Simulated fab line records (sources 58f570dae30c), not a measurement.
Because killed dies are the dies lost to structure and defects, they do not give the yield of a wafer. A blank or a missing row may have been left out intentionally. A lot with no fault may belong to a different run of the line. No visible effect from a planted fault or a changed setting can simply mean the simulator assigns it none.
fab line records	flow berkeley-cmos170
[record] lots = 5	wafers = 23
route steps=331 shown START@3 NWELL@21 PWELL@39 ACTIVE@62 PFIELD@86 PVT@122 GATE@130
start-h: hours from the record's opening day to when the first of the lot's shown wafers began	wait-h: hours from the lot's prior step to this one	" repeats the value in the row above	L1.1+2: a single row standing in for several wafers	- no value, or no start given	* or withheld: withheld	< > ~ a bound
route shown NAME@n: a module of which the file shows steps, and the number in the route of the first	usual: mean/standard deviation of fault-free wafers	same: alike in all rows	chamber/n: place in a boat	sites: the reading at each site	_std_site: standard deviation of those values	_edge_site: mean of outer sites minus mean of inner sites	radius-mm: for every site, how far away it sits from the centre of the wafer	mask NAME#n: copy n	behind: the tool/chamber that last shaped the wafer	hold: why the lot went on hold/how many hours it stayed there/how the hold came to an end	device: which transistor (n, p or np) failed to switch	end of line: at the end of the route, the tests of the same wafers	for a step that has no rows: nothing shown but its recipe	killed: dies lost to structure and defects at the first sort, not the wafer's yield	map: a wafer's dies, x killed, . not, _ none there
set.NAME: the setting the step ran with; set.NAME@STEP: the setting that earlier step ran with	model.NAME: the simulator's own value behind a step, which no gauge read
lots with deliberately changed settings; one table per step, one row per wafer
[[steps]]
[step UCB170_START_OXIDATION_02]
[recipe] temp-c = 950	ambient = O2	target-thk-a = 200	ox-time-s = 1800
lot.wafer	tool	chamber	start-h	wait-h	set.temp-c	model.SiO2_of_START_OXIDATION_02.thk-nm
L074.2	-	-	-	1.6	950	19.88
L074.3	"	-	"	"	950	19.53
L074.4	"	-	"	"	950	20.1
L074.5	"	-	"	"	950	20.25
L074.6	"	-	"	"	950	20.11
L075.1	-	-	-	4.3	950	20.18
L075.2	"	-	"	"	950	19.84
L075.4	"	-	"	"	950	20.15
L075.5	"	-	"	"	950	20.11
L075.6	"	-	"	"	950	20.04
L076.1	-	-	-	4.4	922.3	14.87
L076.2	"	-	"	"	922.3	14.75
L076.3	"	-	"	"	922.3	14.96
L076.4	"	-	"	"	922.3	14.64
L076.5	"	-	"	"	922.3	14.53
L077.1	-	-	-	3.2	927	15.59
L077.3	"	-	"	"	927	15.76
L077.4	"	-	"	"	927	15.51
L077.5	"	-	"	"	927	15.32
L077.6	"	-	"	"	927	15.34
L080.1	furnace-02	0	43.61	1.3	950	19.47
L080.2	"	0	"	"	950	19.6
L080.6	"	0	"	"	950	19.67
[step UCB170_START_THK_MEAS_03]
[recipe] reads = SiO2_of_START_OXIDATION_02
[usual] START_OXIDE_THK = 19.96/0.27
lot.wafer	tool	chamber	start-h	wait-h	set.temp-c@START_OXIDATION_02	START_OXIDE_THK[nm]
L074.2	film-metro-02	-	-	-	950	19.87
L074.3	"	-	"	"	950	19.47
L074.4	"	-	"	"	950	20.06
L074.5	"	-	"	"	950	20.31
L074.6	"	-	"	"	950	20.06
L075.1	film-metro-02	-	-	-	950	20.17
L075.2	"	-	"	"	950	19.84
L075.4	"	-	"	"	950	20.25
L075.5	"	-	"	"	950	20.11
L075.6	"	-	"	"	950	20.05
L076.1	film-metro-01	-	-	-	922.3	14.91
L076.2	"	-	"	"	922.3	14.81
L076.3	"	-	"	"	922.3	14.93
L076.4	"	-	"	"	922.3	14.64
L076.5	"	-	"	"	922.3	14.51
L077.1	film-metro-04	-	-	-	927	15.58
L077.3	"	-	"	"	927	15.74
L077.4	"	-	"	"	927	15.48
L077.5	"	-	"	"	927	15.31
L077.6	"	-	"	"	927	15.34
L080.1	film-metro-04	-	45.11	0.0	950	19.48
L080.2	"	-	"	"	950	19.57
L080.6	"	-	"	"	950	19.67
[step UCB170_NWELL_COAT_07]
[recipe] resist = KrF	spin-rpm = 1500	resist-thk-nm = 900
lot.wafer	tool	chamber	start-h	wait-h	set.resist-thk-nm	model.KrF_of_NWELL_COAT_07.thk-nm
L074.2	litho-track-04	0	36.19	0.1	900	898.5
L074.3	"	0	"	"	900	898.4
L074.4	"	0	"	"	900	896.7
L074.5	"	0	"	"	900	896.5
L074.6	"	0	"	"	900	896.1
L076.1	litho-track-03	0	42.82	0.1	900	900.3
L076.2	"	0	"	"	937.1	939.7
L076.3	"	0	"	"	900	902.5
L076.4	"	0	"	"	900	905
L076.5	"	0	"	"	937.1	940.1
L075.1	litho-track-04	0	42.91	0.1	924.7	921.1
L075.2	"	0	"	"	924.7	923.8
L075.4	"	0	"	"	900	897.8
L075.5	"	0	"	"	924.7	922.6
L075.6	"	0	"	"	900	894.7
L077.1	litho-track-01	0	47.42	0.1	900	900.8
L077.3	"	0	"	"	900	901
L077.4	"	0	"	"	878.6	877.3
L077.5	"	0	"	"	878.6	879.1
L077.6	"	0	"	"	878.6	878.3
L080.1	litho-track-04	0	64.46	0.1	900	897.4
L080.2	"	0	"	"	900	900.2
L080.6	"	0	"	"	900	898.3
[step UCB170_NWELL_ETCH_13]
[recipe] chemistry = CH3F/Ar/O2	target = Si3N4	stop-on = SiO2	CH3F_flow_sccm = 20	Ar_flow_sccm = 50	O2_flow_sccm = 7	pressure-mtorr = 50	rf-w = 450	target-depth-a = 2464	over-etch-frac = 0.1	time-s = 154
lot.wafer	tool	chamber	start-h	wait-h	set.over-etch-frac	set.resist-thk-nm@NWELL_COAT_07	model.KrF_of_NWELL_COAT_07.thk-nm
L074.2	rie-diel-03	3	37.36	0.0	0.07979	900	724.2
L074.3	"	0	"	"	0.1	900	721.2
L074.4	"	1	"	"	0.07979	900	720.5
L074.5	"	2	"	"	0.1	900	718.6
L074.6	"	3	"	"	0.07979	900	723.5
L076.1	rie-diel-04	0	43.85	0.0	0.1	900	719.9
L076.2	"	1	"	"	0.1	937.1	761.3
L076.3	"	3	"	"	0.08672	900	728
L076.4	"	2	"	"	0.08672	900	726.1
L076.5	"	1	"	"	0.1	937.1	760.5
L075.1	rie-diel-03	1	44.13	0.0	0.1	924.7	744.9
L075.2	"	0	"	"	0.1	924.7	747
L075.4	"	3	"	"	0.1	900	720.6
L075.5	"	2	"	"	0.1	924.7	743.8
L075.6	"	1	"	"	0.1	900	717.6
L077.1	rie-diel-03	0	48.15	0.0	0.1	900	723.3
L077.3	"	3	"	"	0.0888	900	725.3
L077.4	"	1	"	"	0.1	878.6	699.9
L077.5	"	1	"	"	0.0888	878.6	703.3
L077.6	"	2	"	"	0.1	878.6	700
L080.1	rie-diel-02	3	65.55	0.0	0.1	900	711.4
L080.2	"	1	"	"	0.1	900	720.1
L080.6	"	0	"	"	0.1	900	720.4
[step UCB170_NWELL_IMPLANT_14]
[recipe] species = P	dose-cm2 = 1e+13	energy-kev = 150	tilt-deg = 7
[step UCB170_NWELL_STRIP_15]
[recipe] chemistry = O2	power-w = 400	pressure-mtorr = 3500	platen-temp-c = withheld	o2-flow-sccm = 400	overash-fraction = 0.5
[usual] strip-time-to-endpoint-s = 17.98/0.084
lot.wafer	tool	chamber	start-h	wait-h	set.resist-thk-nm@NWELL_COAT_07	strip-time-to-endpoint-s
L074.2	plasma-asher-04	1	37.61	0.1	900	18.08
L074.3	"	0	"	"	900	18.02
L074.4	"	1	"	"	900	18.00
L074.5	"	0	"	"	900	17.94
L074.6	"	1	"	"	900	18.06
L076.1	plasma-asher-03	1	44.11	0.1	900	17.97
L076.2	"	0	"	"	937.1	18.98
L076.3	"	1	"	"	900	18.17
L076.4	"	0	"	"	900	18.13
L076.5	"	0	"	"	937.1	18.94
L075.1	plasma-asher-02	0	44.38	0.1	924.7	18.57
L075.2	"	1	"	"	924.7	18.64
L075.4	"	0	"	"	900	17.99
L075.5	"	0	"	"	924.7	18.54
L075.6	"	1	"	"	900	17.91
L077.1	plasma-asher-03	1	48.40	0.1	900	18.06
L077.3	"	0	"	"	900	18.11
L077.4	"	1	"	"	878.6	17.50
L077.5	"	1	"	"	878.6	17.60
L077.6	"	0	"	"	878.6	17.50
L080.1	plasma-asher-02	1	65.80	0.1	900	17.78
L080.2	"	0	"	"	900	17.97
L080.6	"	1	"	"	900	17.97
[step UCB170_PWELL_CVD_05]
[recipe] material = Si3N4	target-thk-nm = 220	temp-c = 800	precursor = SiH2Cl2/NH3	time-s = 3300	pressure-mtorr = 200	sih2cl2-flow-sccm = 25	nh3-flow-sccm = 75
lot.wafer	tool	chamber	start-h	wait-h	set.sih2cl2-flow-sccm	model.Si3N4_of_PWELL_CVD_05.thk-nm
L074.2	-	-	-	0.1	21.48	211
L074.3	"	-	"	"	21.48	209.2
L074.4	"	-	"	"	21.48	212.3
L074.5	"	-	"	"	21.48	211.7
L074.6	"	-	"	"	21.48	209.8
L075.1	-	-	-	0.0	27.74	224.7
L075.2	"	-	"	"	27.74	224.4
L075.4	"	-	"	"	27.74	224.9
L075.5	"	-	"	"	27.74	223
L075.6	"	-	"	"	27.74	225.4
L076.1	-	-	-	0.0	23.46	216.8
L076.2	"	-	"	"	23.46	216.2
L076.3	"	-	"	"	23.46	216.5
L076.4	"	-	"	"	23.46	217.4
L076.5	"	-	"	"	23.46	218.6
L077.1	-	-	-	0.0	25	219
L077.3	"	-	"	"	25	217.4
L077.4	"	-	"	"	25	218.5
L077.5	"	-	"	"	25	218.8
L077.6	"	-	"	"	25	218.7
L080.1	lpcvd-02	0	84.11	0.0	25	218.7
L080.2	"	0	"	"	25	220
L080.6	"	0	"	"	25	219.2
[step UCB170_PWELL_THK_MEAS_06]
[recipe] reads = Si3N4_of_PWELL_CVD_05
[usual] PWELL_NITRIDE_THK = 219.6/1.6
lot.wafer	tool	chamber	start-h	wait-h	set.sih2cl2-flow-sccm@PWELL_CVD_05	PWELL_NITRIDE_THK[nm]
L074.2	film-metro-03	-	-	-	21.48	210.8
L074.3	"	-	"	"	21.48	209.2
L074.4	"	-	"	"	21.48	212.3
L074.5	"	-	"	"	21.48	211.9
L074.6	"	-	"	"	21.48	210.0
L075.1	film-metro-04	-	-	-	27.74	224.8
L075.2	"	-	"	"	27.74	224.5
L075.4	"	-	"	"	27.74	225.1
L075.5	"	-	"	"	27.74	223.1
L075.6	"	-	"	"	27.74	225.4
L076.1	film-metro-03	-	-	-	23.46	216.8
L076.2	"	-	"	"	23.46	216.3
L076.3	"	-	"	"	23.46	216.2
L076.4	"	-	"	"	23.46	217.3
L076.5	"	-	"	"	23.46	218.7
L077.1	film-metro-01	-	-	-	25	218.9
L077.3	"	-	"	"	25	217.6
L077.4	"	-	"	"	25	218.4
L077.5	"	-	"	"	25	218.8
L077.6	"	-	"	"	25	218.6
L080.1	film-metro-03	-	86.03	0.0	25	218.5
L080.2	"	-	"	"	25	220.1
L080.6	"	-	"	"	25	219.2
[step UCB170_PWELL_ETCH_14]
[recipe] chemistry = CH3F/Ar/O2	target = Si3N4	stop-on = SiO2	CH3F_flow_sccm = 20	Ar_flow_sccm = 50	O2_flow_sccm = 7	pressure-mtorr = 50	rf-w = 450	target-depth-a = 2420	over-etch-frac = 0.1	time-s = 151
lot.wafer	tool	chamber	start-h	wait-h	set.time-s	model.KrF_of_PWELL_COAT_08.thk-nm
L074.2	rie-diel-01	3	56.97	0.0	151	723.4
L074.3	"	1	"	"	158.5	714.5
L074.4	"	0	"	"	151	724.8
L074.5	"	2	"	"	151	725.1
L074.6	"	3	"	"	158.5	718.6
L077.1	rie-diel-04	1	65.17	0.0	151	727.4
L077.3	"	3	"	"	137.4	740.2
L077.4	"	0	"	"	151	727.6
L077.5	"	2	"	"	151	721.9
L077.6	"	1	"	"	137.4	744.4
L075.1	rie-diel-03	2	65.27	0.0	132.1	743.8
L075.2+5	"	3,0	"	"	151	723.7
L075.4	"	1	"	"	151	721.8
L075.6	"	3	"	"	132.1	745.3
L076.1	rie-diel-01	1	65.44	0.0	161.4	709
L076.2	"	3	"	"	161.4	716.9
L076.3	"	2	"	"	151	724.6
L076.4	"	0	"	"	161.4	711
L076.5	"	1	"	"	151	725.1
L080.1	rie-diel-01	3	87.09	0.0	151	726.6
L080.2	"	1	"	"	151	725.5
L080.6	"	1	"	"	151	723.3
[step UCB170_PWELL_IMPLANT_15]
[recipe] species = B	dose-cm2 = 5e+12	energy-kev = 60	tilt-deg = 7
[step UCB170_PWELL_STRIP_16]
[recipe] chemistry = O2	power-w = 400	pressure-mtorr = 3500	platen-temp-c = withheld	o2-flow-sccm = 400	overash-fraction = 0.5
[usual] strip-time-to-endpoint-s = 18.06/0.069
lot.wafer	tool	chamber	start-h	wait-h	set.time-s@PWELL_ETCH_14	strip-time-to-endpoint-s
L074.2	plasma-asher-01	1	57.22	0.1	151	18.05
L074.3	"	0	"	"	158.5	17.85
L074.4	"	1	"	"	151	18.09
L074.5	"	1	"	"	151	18.10
L074.6	"	0	"	"	158.5	17.93
L077.1	plasma-asher-03	1	65.45	0.1	151	18.16
L077.3	"	1	"	"	137.4	18.46
L077.4	"	0	"	"	151	18.16
L077.5	"	1	"	"	151	18.01
L077.6	"	0	"	"	137.4	18.57
L075.1	plasma-asher-04	0	65.52	0.1	132.1	18.55
L075.2	"	1	"	"	151	18.08
L075.4	"	0	"	"	151	18.02
L075.5	"	1	"	"	151	18.07
L075.6	"	0	"	"	132.1	18.60
L076.1	plasma-asher-01	1	65.70	0.1	161.4	17.70
L076.2	"	0	"	"	161.4	17.92
L076.3	"	0	"	"	151	18.07
L076.4	"	1	"	"	161.4	17.76
L076.5	"	0	"	"	151	18.11
L080.1	plasma-asher-01	0	87.34	0.1	151	18.13
L080.2	"	1	"	"	151	18.12
L080.6	"	1	"	"	151	18.07
[step UCB170_ACTIVE_OXIDATION_02]
[recipe] temp-c = 1000	ambient = O2	target-thk-a = 264	ox-time-s = 1260
lot.wafer	tool	chamber	start-h	wait-h	set.ox-time-s	model.SiO2_of_ACTIVE_OXIDATION_02.thk-nm
L074.2	-	-	-	3.8	1402	27.52
L074.3	"	-	"	"	1402	27.45
L074.4	"	-	"	"	1402	27.13
L074.5	"	-	"	"	1402	27.51
L074.6	"	-	"	"	1402	27.82
L075.1	-	-	-	3.8	1112	24.39
L075.2+4	"	-	"	"	1112	24.45
L075.5	"	-	"	"	1112	24.62
L075.6	"	-	"	"	1112	23.64
L076.1	-	-	-	3.8	1096	24.2
L076.2	"	-	"	"	1096	23.57
L076.3	"	-	"	"	1096	23.84
L076.4	"	-	"	"	1096	23.5
L076.5	"	-	"	"	1096	23.6
L077.1	-	-	-	3.8	1318	27.6
L077.3	"	-	"	"	1318	26.8
L077.4	"	-	"	"	1318	27.27
L077.5	"	-	"	"	1318	26.74
L077.6	"	-	"	"	1318	27.46
L080.1	furnace-04	0	113.19	3.7	1260	26.25
L080.2	"	0	"	"	1260	25.99
L080.6	"	0	"	"	1260	26.16
[step UCB170_ACTIVE_THK_MEAS_03]
[recipe] reads = SiO2_of_ACTIVE_OXIDATION_02
[usual] ACTIVE_OXIDE_THK = 26.1/0.47
lot.wafer	tool	chamber	start-h	wait-h	set.ox-time-s@ACTIVE_OXIDATION_02	ACTIVE_OXIDE_THK[nm]
L074.2	film-metro-01	-	-	-	1402	27.6
L074.3	"	-	"	"	1402	27.4
L074.4	"	-	"	"	1402	27.1
L074.5	"	-	"	"	1402	27.5
L074.6	"	-	"	"	1402	27.7
L075.1	film-metro-04	-	-	-	1112	24.4
L075.2	"	-	"	"	1112	24.5
L075.4	"	-	"	"	1112	24.4
L075.5	"	-	"	"	1112	24.6
L075.6	"	-	"	"	1112	23.7
L077.1	film-metro-01	-	-	-	1318	27.6
L077.3	"	-	"	"	1318	26.8
L077.4	"	-	"	"	1318	27.3
L077.5	"	-	"	"	1318	26.8
L077.6	"	-	"	"	1318	27.5
L076.1	film-metro-04	-	-	-	1096	24.2
L076.2	"	-	"	"	1096	23.6
L076.3	"	-	"	"	1096	23.9
L076.4	"	-	"	"	1096	23.5
L076.5	"	-	"	"	1096	23.6
L080.1	film-metro-04	-	114.54	0.0	1260	26.3
L080.2	"	-	"	"	1260	26.1
L080.6	"	-	"	"	1260	26.2
[step UCB170_ACTIVE_STRIP_16]
[recipe] chemistry = O2	power-w = 400	pressure-mtorr = 3500	platen-temp-c = withheld	o2-flow-sccm = 400	overash-fraction = 0.5
[usual] oes-product-au = 0.721/0.0043	strip-time-to-endpoint-s = 18.08/0.086
lot.wafer	tool	chamber	start-h	wait-h	set.power-w	oes-product-au	strip-time-to-endpoint-s
L074.2	plasma-asher-04	1	89.89	0.1	400	0.726	17.98
L074.3	"	0	"	"	400	0.718	18.09
L074.4	"	1	"	"	400	0.710	18.10
L074.5	"	0	"	"	443.8	0.760	16.68
L074.6	"	1	"	"	443.8	0.766	16.69
L075.1	plasma-asher-02	0	98.26	0.1	400	0.714	18.10
L075.2	"	1	"	"	400	0.721	18.01
L075.4	"	1	"	"	400	0.721	17.93
L075.5	"	0	"	"	400	0.721	18.09
L075.6	"	1	"	"	400	0.724	18.02
L076.1	plasma-asher-01	0	98.50	0.1	400	0.723	18.03
L076.2	"	1	"	"	400	0.716	17.96
L076.3	"	0	"	"	400	0.722	18.02
L076.4	"	1	"	"	400	0.723	18.02
L076.5	"	0	"	"	400	0.726	18.08
L077.1	plasma-asher-02	0	98.54	0.1	431.3	0.743	17.07
L077.3	"	0	"	"	400	0.725	18.15
L077.4	"	1	"	"	400	0.719	18.16
L077.5	"	0	"	"	431.3	0.750	17.11
L077.6	"	1	"	"	400	0.720	18.18
L080.1	plasma-asher-02	0	121.96	0.1	400	0.726	18.18
L080.2	"	1	"	"	400	0.720	18.16
L080.6	"	1	"	"	400	0.720	18.18
[step UCB170_PFIELD_IMPLANT_07]
[recipe] species = B	dose-cm2 = 2e+13	energy-kev = 80	tilt-deg = 7
lot.wafer	tool	chamber	start-h	wait-h	set.energy-kev	model.implant.rp-nm	model.implant.drp-nm
L074.2+3+5	implanter-04	0	91.55	0.0	80	276.6	74.86
L074.4+6	"	0	"	"	82.37	283.4	75.89
L075.1+2+4+5+6	implanter-03	0	100.04	0.0	80	261.1	74.86
L076.1+4	implanter-01	0	100.18	0.0	80	265.9	74.86
L076.2+3+5	"	0	"	"	84.42	278	76.75
L077.1+4	implanter-04	0	100.57	0.0	82.58	266.1	75.98
L077.3+5+6	"	0	"	"	80	259.2	74.86
L080.1+2+6	implanter-01	0	123.60	0.0	80	270.8	74.86
[step UCB170_PVT_IMPLANT_07]
[recipe] species = P	dose-cm2 = 2e+12	energy-kev = 30	tilt-deg = 7
lot.wafer	tool	chamber	start-h	wait-h	set.dose-cm2
L074.2+5	implanter-02	0	133.51	0.0	1.896e+12
L074.3+4+6	"	0	"	"	2e+12
L077.1+4+6	implanter-02	0	138.92	0.0	2e+12
L077.3+5	"	0	"	"	1.868e+12
L075.1+4	implanter-04	0	139.28	0.0	1.883e+12
L075.2+5+6	"	0	"	"	2e+12
L076.1+3+4	implanter-03	0	139.65	0.0	1.906e+12
L076.2+5	"	0	"	"	2e+12
L080.1+2+6	implanter-02	0	166.30	0.0	2e+12
[step UCB170_PVT_STRIP_08]
[recipe] chemistry = O2	power-w = 400	pressure-mtorr = 3500	platen-temp-c = withheld	o2-flow-sccm = 400	overash-fraction = 0.5
[step UCB170_PVT_TW_MEAS_09]
[usual] PVT_TW = 509/3.7
lot.wafer	tool	chamber	start-h	wait-h	set.dose-cm2@PVT_IMPLANT_07	PVT_TW
L074.2	film-metro-04	-	133.75	0.1	1.896e+12	502
L074.3	"	-	"	"	2e+12	512
L074.4	"	-	"	"	2e+12	511
L074.5	"	-	"	"	1.896e+12	503
L074.6	"	-	"	"	2e+12	508
L077.1	film-metro-03	-	139.17	0.1	2e+12	509
L077.3	"	-	"	"	1.868e+12	499
L077.4	"	-	"	"	2e+12	510
L077.5	"	-	"	"	1.868e+12	500
L077.6	"	-	"	"	2e+12	511
L075.1	film-metro-03	-	139.53	0.1	1.883e+12	500
L075.2	"	-	"	"	2e+12	511
L075.4	"	-	"	"	1.883e+12	497
L075.5	"	-	"	"	2e+12	507
L075.6	"	-	"	"	2e+12	511
L076.1	film-metro-01	-	139.90	0.1	1.906e+12	513
L076.2	"	-	"	"	2e+12	520
L076.3	"	-	"	"	1.906e+12	509
L076.4	"	-	"	"	1.906e+12	508
L076.5	"	-	"	"	2e+12	518
L080.1	film-metro-04	-	166.55	0.1	2e+12	506
L080.2	"	-	"	"	2e+12	509
L080.6	"	-	"	"	2e+12	511
[step UCB170_GATE_CVD_04]
[recipe] material = poly-Si	temp-c = 610	precursor = SiH4	time-s = 1440	pressure-mtorr = 375	target-thk-nm = 214	sih4-flow-sccm = 120
lot.wafer	tool	chamber	start-h	wait-h	set.time-s	model.poly-Si_of_GATE_CVD_04.thk-nm
L074.2	-	-	-	1.5	1652	243.5
L074.3	"	-	"	"	1652	245.1
L074.4	"	-	"	"	1652	244.2
L074.5	"	-	"	"	1652	241.7
L074.6	"	-	"	"	1652	242.3
L075.1	-	-	-	1.5	1602	235.8
L075.2	"	-	"	"	1602	237.3
L075.4	"	-	"	"	1602	237.1
L075.5	"	-	"	"	1602	235.2
L075.6	"	-	"	"	1602	236.2
L076.1	-	-	-	1.5	1358	201.3
L076.2	"	-	"	"	1358	202.3
L076.3	"	-	"	"	1358	202.6
L076.4	"	-	"	"	1358	200.8
L076.5	"	-	"	"	1358	202.4
L077.1	-	-	-	1.5	1440	213.4
L077.3	"	-	"	"	1440	213.2
L077.4	"	-	"	"	1440	214.6
L077.5+6	"	-	"	"	1440	212.4
L080.1	lpcvd-01	0	180.18	0.0	1440	215.9
L080.2	"	0	"	"	1440	216.4
L080.6	"	0	"	"	1440	216.9
[step UCB170_GATE_THK_MEAS_05]
[recipe] reads = poly-Si_of_GATE_CVD_04
[usual] GATE_POLY_THK = 213.1/1.7
lot.wafer	tool	chamber	start-h	wait-h	set.time-s@GATE_CVD_04	GATE_POLY_THK[nm]
L074.2	film-metro-03	-	-	-	1652	243.4
L074.3	"	-	"	"	1652	245.1
L074.4	"	-	"	"	1652	244.1
L074.5	"	-	"	"	1652	241.9
L074.6	"	-	"	"	1652	242.3
L076.1	film-metro-01	-	-	-	1358	201.3
L076.2	"	-	"	"	1358	202.4
L076.3	"	-	"	"	1358	202.5
L076.4	"	-	"	"	1358	200.7
L076.5	"	-	"	"	1358	202.5
L075.1	film-metro-03	-	-	-	1602	236.0
L075.2	"	-	"	"	1602	237.3
L075.4	"	-	"	"	1602	237.0
L075.5	"	-	"	"	1602	235.1
L075.6	"	-	"	"	1602	236.1
L077.1	film-metro-02	-	-	-	1440	213.6
L077.3	"	-	"	"	1440	213.1
L077.4	"	-	"	"	1440	214.6
L077.5	"	-	"	"	1440	212.4
L077.6	"	-	"	"	1440	212.6
L080.1	film-metro-02	-	182.28	0.0	1440	216.0
L080.2	"	-	"	"	1440	216.4
L080.6	"	-	"	"	1440	216.9
[[key]]
[split] step = UCB170_START_OXIDATION_02	setting = temp-c	stated = 950	by = lot
[response] step = UCB170_START_OXIDATION_02	reading = model.SiO2_of_START_OXIDATION_02.thk-nm	change = +1.79	per = 1%	r = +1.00
[response] step = UCB170_START_THK_MEAS_03	reading = START_OXIDE_THK	change = +1.79	per = 1%	r = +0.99
[split] step = UCB170_NWELL_COAT_07	setting = resist-thk-nm	stated = 900	by = wafer
[response] step = UCB170_NWELL_COAT_07	reading = model.KrF_of_NWELL_COAT_07.thk-nm	change = +9.27	per = 1%	r = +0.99
[response] step = UCB170_NWELL_ETCH_13	reading = model.KrF_of_NWELL_COAT_07.thk-nm	change = +9.15	per = 1%	r = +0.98
[response] step = UCB170_NWELL_STRIP_15	reading = strip-time-to-endpoint-s	change = *	per = 1%	r = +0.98
[split] step = UCB170_NWELL_ETCH_13	setting = over-etch-frac	stated = 0.1	by = wafer
response none clear
[split] step = UCB170_PWELL_CVD_05	setting = sih2cl2-flow-sccm	stated = 25	by = lot
[response] step = UCB170_PWELL_CVD_05	reading = model.Si3N4_of_PWELL_CVD_05.thk-nm	change = +0.525	per = 1%	r = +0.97
[response] step = UCB170_PWELL_THK_MEAS_06	reading = PWELL_NITRIDE_THK	change = +0.527	per = 1%	r = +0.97
[split] step = UCB170_PWELL_ETCH_14	setting = time-s	stated = 151	by = wafer
[response] step = UCB170_PWELL_ETCH_14	reading = model.KrF_of_PWELL_COAT_08.thk-nm	change = -1.76	per = 1%	r = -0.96
[response] step = UCB170_PWELL_STRIP_16	reading = strip-time-to-endpoint-s	change = *	per = 1%	r = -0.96
[split] step = UCB170_ACTIVE_OXIDATION_02	setting = ox-time-s	stated = 1260	by = lot
[response] step = UCB170_ACTIVE_OXIDATION_02	reading = model.SiO2_of_ACTIVE_OXIDATION_02.thk-nm	change = +0.158	per = 1%	r = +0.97
[response] step = UCB170_ACTIVE_THK_MEAS_03	reading = ACTIVE_OXIDE_THK	change = +0.157	per = 1%	r = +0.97
[split] step = UCB170_ACTIVE_STRIP_16	setting = power-w	stated = 400	by = wafer
[response] step = UCB170_ACTIVE_STRIP_16	reading = oes-product-au	change = +0.00383	per = 1%	r = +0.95
[response] step = UCB170_ACTIVE_STRIP_16	reading = strip-time-to-endpoint-s	change = *	per = 1%	r = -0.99
[split] step = UCB170_PFIELD_IMPLANT_07	setting = energy-kev	stated = 80	by = wafer
[response] step = UCB170_PFIELD_IMPLANT_07	reading = model.implant.rp-nm	change = +2.2	per = 1%	r = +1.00
[response] step = UCB170_PFIELD_IMPLANT_07	reading = model.implant.drp-nm	change = +0.345	per = 1%	r = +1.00
[split] step = UCB170_PVT_IMPLANT_07	setting = dose-cm2	stated = 2e+12	by = wafer
[response] step = UCB170_PVT_TW_MEAS_09	reading = PVT_TW	change = +1.7	per = 1%	r = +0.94
[split] step = UCB170_GATE_CVD_04	setting = time-s	stated = 1440	by = lot
[response] step = UCB170_GATE_CVD_04	reading = model.poly-Si_of_GATE_CVD_04.thk-nm	change = +2.01	per = 1%	r = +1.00
[response] step = UCB170_GATE_THK_MEAS_05	reading = GATE_POLY_THK	change = +2.01	per = 1%	r = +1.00
